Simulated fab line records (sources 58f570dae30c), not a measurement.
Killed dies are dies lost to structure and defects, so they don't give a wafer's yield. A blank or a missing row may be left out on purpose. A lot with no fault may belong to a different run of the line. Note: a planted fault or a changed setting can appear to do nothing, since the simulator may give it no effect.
Which tool was responsible? | flow berkeley cmos170 | 14 lots with 42 wafers sampled at 4 steps, on a route of 331 steps

== WHAT THE GAUGES SHOWED, per wafer ==
UCB170_SDANNEAL_RS_MEAS_03: uses a four-point probe to measure.
lot  | measured     | on            | NSD_RS (ohm/sq)
L632 | day 7 09:23  | film metro-04 | 37.22 37.33 37.38
L635 | day 7 17:34  | film metro-04 | 37.27 37.25 37.23
L633 | day 7 19:25  | film metro-03 | 37.28 37.29 37.29
L634 | day 7 19:26  | film metro-02 | 37.41 37.36 37.37
L637 | day 8 13:41  | film metro-02 | 37.27 37.19 37.20
L638 | day 8 14:11  | film metro-03 | 37.26 37.26 37.27
L636 | day 8 14:31  | film metro-04 | 37.12 37.09 37.09
L644 | day 10 05:10 | film metro-02 | 37.32 37.43 37.31
L645 | day 10 05:34 | film metro-03 | 37.35 37.35 37.37
L646 | day 10 05:40 | film metro-02 | 37.34 37.34 37.20
L651 | day 11 04:29 | film metro-02 | 37.38 37.35 37.33
L652 | day 11 17:19 | film metro-04 | 37.25 37.19 37.31
L654 | day 11 17:45 | film metro-02 | 37.23 37.21 37.22
L655 | day 12 00:28 | film metro-04 | 37.24 37.16 37.29

UCB170_SILICIDE_THK_MEAS_03: measures by xrf.
lot  | measured     | on            | SILICIDE_TI_THK (nm)
L632 | day 7 09:58  | film metro-03 | 29.57 29.95 29.52
L635 | day 7 18:09  | film metro-01 | 29.74 30.05 29.92
L633 | day 7 19:59  | film metro-03 | 30.04 30.11 30.05
L634 | day 7 19:59  | film metro-04 | 29.08 29.42 29.11
L637 | day 8 14:16  | film metro-04 | 29.64 29.80 29.80
L638 | day 8 14:44  | film metro-01 | 29.74 29.92 29.94
L636 | day 8 15:05  | film metro-03 | 29.60 29.87 29.47
L644 | day 10 05:55 | film metro-01 | 29.65 29.60 29.59
L645 | day 10 06:08 | film metro-03 | 29.85 29.85 30.01
L646 | day 10 06:15 | film metro-04 | 30.05 29.70 29.74
L651 | day 11 05:04 | film metro-01 | 30.05 29.68 29.82
L652 | day 11 17:54 | film metro-01 | 29.51 29.86 29.42
L654 | day 11 18:20 | film metro-04 | 29.86 29.83 30.03
L655 | day 12 01:02 | film metro-01 | 30.08 29.89 29.98

UCB170_V1_THK_MEAS_04.
lot  | measured     | on            | V1_POLISHED_THK (nm)
L632 | day 7 19:55  | film metro-01 | 1000.0 999.9 1000.6
L635 | day 8 05:24  | film metro-02 | 999.2 1000.1 997.9
L633 | day 8 06:49  | film metro-02 | 1002.1 998.2 1001.3
L634 | day 8 06:45  | film metro-01 | 998.4 999.6 999.6
L637 | day 9 00:23  | film metro-02 | 1000.7 1000.1 1000.1
L638 | day 9 01:43  | film metro-03 | 1000.3 1001.9 1002.2
L636 | day 9 01:42  | film metro-02 | 1000.9 1001.3 999.2
L644 | day 10 20:43 | film metro-02 | 1001.2 998.7 1000.6
L645 | day 10 20:26 | film metro-01 | 998.9 999.2 1000.0
L646 | day 10 21:01 | film metro-01 | 999.1 1000.4 999.1
L651 | day 11 15:44 | film metro-03 | 1000.2 1001.4 1001.1
L652 | day 12 02:28 | film metro-03 | 999.5 1000.6 999.7
L654 | day 12 05:08 | film metro-03 | 999.6 997.8 1000.1
L655 | day 12 13:16 | film metro-02 | 999.3 1001.2 1000.8

== WHICH TOOL RAN EACH LOT (tool, then ch and the chambers of the sampled wafers, then the start) ==
lot  | UCB170_M1_PEB_07
L632 | litho track-01 ch 0, day 7 15:55
L635 | litho track-02 ch 0, day 8 02:37
L633 | litho track-01 ch 0, day 8 03:09
L634 | litho track-01 ch 0, day 8 02:54
L637 | litho track-04 ch 0, day 8 21:36
L638 | litho track-04 ch 0, day 8 22:26
L636 | litho track-04 ch 0, day 8 22:50
L644 | litho track-02 ch 0, day 10 14:13
L645 | litho track-02 ch 0, day 10 13:31
L646 | litho track-02 ch 0, day 10 14:47
L651 | litho track-04 ch 0, day 11 12:26
L652 | litho track-01 ch 0, day 11 23:41
L654 | litho track-04 ch 0, day 12 01:35
L655 | litho track-04 ch 0, day 12 10:28
- UCB170_M1_PEB_07

== WHAT THE TOOLS THEMSELVES READ (means of the sampled wafers that have a number; where no wafer has one, the mark that the record gives instead) ==
UCB170_M1_PEB_07.
lot  | tool           | heater power total W (W)
L632 | litho track-01 | 56.84
L635 | litho track-02 | 56.78
L633 | litho track-01 | 56.80
L634 | litho track-01 | 56.77
L637 | litho track-04 | 56.81
L638 | litho track-04 | 56.81
L636 | litho track-04 | 56.77
L644 | litho track-02 | 57.56
L645 | litho track-02 | 57.60
L646 | litho track-02 | 57.63
L651 | litho track-04 | 56.83
L652 | litho track-01 | 56.79
L654 | litho track-04 | 56.77
L655 | litho track-04 | 56.84

== THE ANSWER, worked out from the rows above alone ==
Rule: the usual values come from the lots themselves. Put in order of their means at a reading, lots are off if they are a third of the lots or fewer, leave a main group of 4 or more, and stand apart from it by a gap of 3 or more times the standard deviation of the main group's means; of several such gaps the widest counts. A main group is skipped when, at the precision printed for the reading in the tables above, its means are all equal. A lot without any number at a reading at which 4 lots or more have one is off too. The other lots that the step has rows for count as sound. The gauges are gone through in route order, then the tools' own readings, and for those a lot's mean is taken as printed above. At the first step where some lot is off, the reading lying furthest off is the one used; lots without a number count as furthest.
Off: L644, L645, L646, at UCB170_M1_PEB_07 (heater power total W). Main group: mean 56.80 W, sd 0.026.
If a tool, at that step or one of the process steps before it, ran each lot that is off and ran no sound lot following the first of them, it fits. One candidate fits, namely litho track-02 at UCB170_M1_PEB_07. A fault onset in the window from L635 (day 8 02:37, its last sound lot) to L645 (day 10 13:31, its first lot off) fits.
The tool's own readings at UCB170_M1_PEB_07 bear it out: on the lots that are off they differ by more than 5 times the standard deviation of the sound lots' means. heater power total W reads 57.60 W there against 56.80 W on the sound lots.

== WHAT HAD BEEN PUT IN BY THE SIMULATOR ==
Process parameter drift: litho track-02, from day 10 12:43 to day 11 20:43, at UCB170_M1_PEB_07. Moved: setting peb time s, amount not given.
Struck lots among those shown: L644, L645, L646. The rule above found the same.
